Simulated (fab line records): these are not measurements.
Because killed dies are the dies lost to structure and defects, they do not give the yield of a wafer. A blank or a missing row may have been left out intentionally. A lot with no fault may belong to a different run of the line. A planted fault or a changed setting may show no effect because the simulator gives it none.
Struck lot and sound lot, side by side | flow rit_cmos | 34 steps out of a route of 202
Sound: the wafers L401.1, L401.5, L401.6. Struck: wafers L405.1, L405.2, L405.5. The cause is named last.
Each step with rows lists, per side, the tool, then ch with its chambers, then its first start. Under that, the readings that differ: sound wafers | struck wafers | difference of the means | sigmas: that difference in standard deviations of wafers without a fault.
alike: readings with means less than 2 such deviations apart, plus words and numbers identical on both sides. not compared: withheld readings, readings lacking a value on some wafer, bounds such as >300 that could conceal the same value, and numbers that have no deviation in the record and whose values overlap.
The two part at a step that has a row with sigmas, a row that says differs or no value, or rows on one side only. Numbers that have no deviation but don't overlap get no sigmas and don't part them. A reading missing from all wafers of one side parts the sides only when that side holds two or more wafers.

first, 2 steps without rows for these wafers: RIT_SPACER_CLEAN_02 (cleans in SC2, time 600 s); RIT_SPACER_CVD_03 (deposits Si3N4 from SiH2Cl2/NH3, target thk 250 nm, time 3300 s).
RIT_SPACER_THK_MEAS_04:
  sound: film_metro-02 at day 3 09:02; struck: film_metro-02 at day 4 00:09
  alike: SPACER_NITRIDE_THK
RIT_SPACER_ETCHBACK_05: etches Si3N4 in SF6/CHF3, stops on SiO2, target depth 250 nm, time 240 s.
  sound on rie_diel-01 ch 0,1,3, day 3 09:05; struck on rie_diel-02 ch 0,1, day 4 00:13
  alike: drypump_motor_current_A, oes_product_au, throttle_valve_pct
  not compared: rf_hours_counter_h
then, 6 steps without rows for these wafers: RIT_NSD_HMDS_00 (prime time 60 s); RIT_NSD_COAT_01 (resist thk 1000 nm); RIT_NSD_SOFTBAKE_02 (time 60 s); RIT_NSD_EXPOSE_03 (exposes mask M9, target cd 40700 nm); RIT_NSD_PEB_04; RIT_NSD_DEVELOP_05 (develop time 50 s).
RIT_NSD_OVL_MEAS_06:
  sound: overlay-01 at day 3 10:13; struck: overlay-01 at day 4 01:20
  alike: NSD_OVL
then, 1 step without rows for these wafers: RIT_NSD_HARDBAKE_07 (time 60 s).
RIT_NSD_IMPLANT_08:
  sound on implanter-03 ch 0, day 3 10:24; struck on implanter-03 ch 0, day 4 01:31
  reading                          | sound                         | struck                           | difference  | sigmas
  dose_ions_cm2                    | 9.997e+14 9.992e+14 9.986e+14 | 1.5762e+15 1.5769e+15 1.5767e+15 | +5.7743e+14 | +99 or more
  end_station_pressure_torr (Torr) | 7.1e-06 7.8e-06 7.3e-06       | 8.5e-06 8.4e-06 9.3e-06          | +1.3e-06    | +3
  faraday_current_uA               | 3014 3172 3269                | 4866 4988 4949                   | +1783       | +28
RIT_NSD_STRIP_09: strips in O2, time 180 s.
  sound on plasma_asher-03 ch 0,1, day 3 10:33; struck on plasma_asher-02 ch 0,1, day 4 01:40
  alike: drypump_motor_current_A
  not compared: rf_hours_counter_h
RIT_NSD_TW_MEAS_10:
  sound: film_metro-04 at day 3 10:43; struck: film_metro-03 at day 4 01:51
  reading | sound          | struck         | difference | sigmas
  NSD_TW  | 3125 3122 3122 | 3400 3401 3390 | +274       | +9
then, 6 steps without rows for these wafers: RIT_PSD_HMDS_00 (prime time 60 s); RIT_PSD_COAT_01 (resist thk 1000 nm); RIT_PSD_SOFTBAKE_02 (time 60 s); RIT_PSD_EXPOSE_03 (exposes mask M10, target cd 40900 nm); RIT_PSD_PEB_04; RIT_PSD_DEVELOP_05 (develop time 50 s).
RIT_PSD_OVL_MEAS_06:
  sound: overlay-02 at day 3 11:46; struck: overlay-01 at day 4 02:46
  alike: PSD_OVL
then, 2 steps without rows for these wafers: RIT_PSD_HARDBAKE_07 (time 60 s); RIT_PSD_IMPLANT_08.
RIT_PSD_STRIP_09: strips in O2, time 180 s.
  sound on plasma_asher-03 ch 0,1, day 3 12:11; struck on plasma_asher-02 ch 0,1, day 4 03:05
  alike: drypump_motor_current_A
  not compared: rf_hours_counter_h
RIT_PSD_TW_MEAS_10:
  sound: film_metro-02 at day 3 12:22; struck: film_metro-04 at day 4 03:16
  reading | sound          | struck         | difference | sigmas
  PSD_TW  | 3373 3375 3351 | 3410 3439 3432 | +61        | +2
then, 3 steps without rows for these wafers: RIT_SDANNEAL_CLEAN_00 (cleans in SC1, time 600 s); RIT_SDANNEAL_CLEAN_01 (cleans in dHF, time 30 s); RIT_SDANNEAL_CLEAN_02 (cleans in SC2, time 600 s).
RIT_SDANNEAL_RTA_03: time 5 s.
  sound on rtp_anneal-01 ch 0, day 3 12:48; struck on rtp_anneal-01 ch 0, day 4 03:48
  alike: chamber_o2_ppm, wafer_temp_C_max
RIT_SDANNEAL_RS_MEAS_04: measurement is done with a four-point probe.
  sound: film_metro-02 at day 3 12:52; struck: film_metro-02 at day 4 03:52
  alike: PSD_RS
RIT_SDANNEAL_RS_MEAS_05: measurement is done with a four-point probe.
  sound: film_metro-02 at day 3 12:59; struck: film_metro-02 at day 4 03:59
  reading         | sound          | struck         | difference | sigmas
  NSD_RS (ohm/sq) | 85.3 85.0 85.1 | 60.4 60.5 60.5 | -24.7      | -77
RIT_SDANNEAL_RS_MEAS_06: measurement is done with a four-point probe.
  sound: film_metro-02 at day 3 13:06; struck: film_metro-02 at day 4 04:06
  alike: PLDD_RS
RIT_M1_PROBE_99:
  sound: prober-02 at day 3 20:50; struck: prober-02 at day 4 12:44
  reading                               | sound             | struck            | difference | sigmas
  model.etest.nmos_0p3.r_on_ohm_um      | 2177 2176 2179    | 2038 2064 2044    | -129       |
  model.etest.nmos_0p15.r_on_ohm_um     | 1121 1145 1102    | 1070 1079 1068    | -50        |
  model.etest.nmos_0p15.drive_ua_um     | 471.3 462.1 464.8 | 495.1 492 492.2   | +27.0      |
  model.etest.contact_nplus.end_ohm_um  | 42.95 42.68 40.93 | 23.32 23.32 23.03 | -18.96     |
  model.etest.nmos_narrow.drive_ua_um   | 224 220.6 223.5   | 244 239 243       | +19        |
  model.etest.nmos_0p3.drive_ua_um      | 222.3 218.9 218.8 | 242.6 238 240.3   | +20.3      |
  model.etest.npoly_line.rs_ohm_sq      | 16.83 16.93 16.87 | 16.4 16.34 16.31  | -0.5       |
  model.etest.nmos_0p15.tox_inv_nm (nm) | 4.54 4.542 4.59   | 4.157 4.176 4.229 | -0.370     |
  alike: killed_at_contacts, killed_at_front_end, killed_dies, killed_open, killed_short

## WHERE THEY PART
At RIT_NSD_IMPLANT_08 first; at RIT_SDANNEAL_RS_MEAS_05 last (within this record only). Later steps at which nothing parts them and some readings are alike: RIT_SDANNEAL_RS_MEAS_06, RIT_M1_PROBE_99.

WHY: whatever the simulator had introduced
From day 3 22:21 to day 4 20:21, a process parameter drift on implanter-03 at RIT_NSD_IMPLANT_08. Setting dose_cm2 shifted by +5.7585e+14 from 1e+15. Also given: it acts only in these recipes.
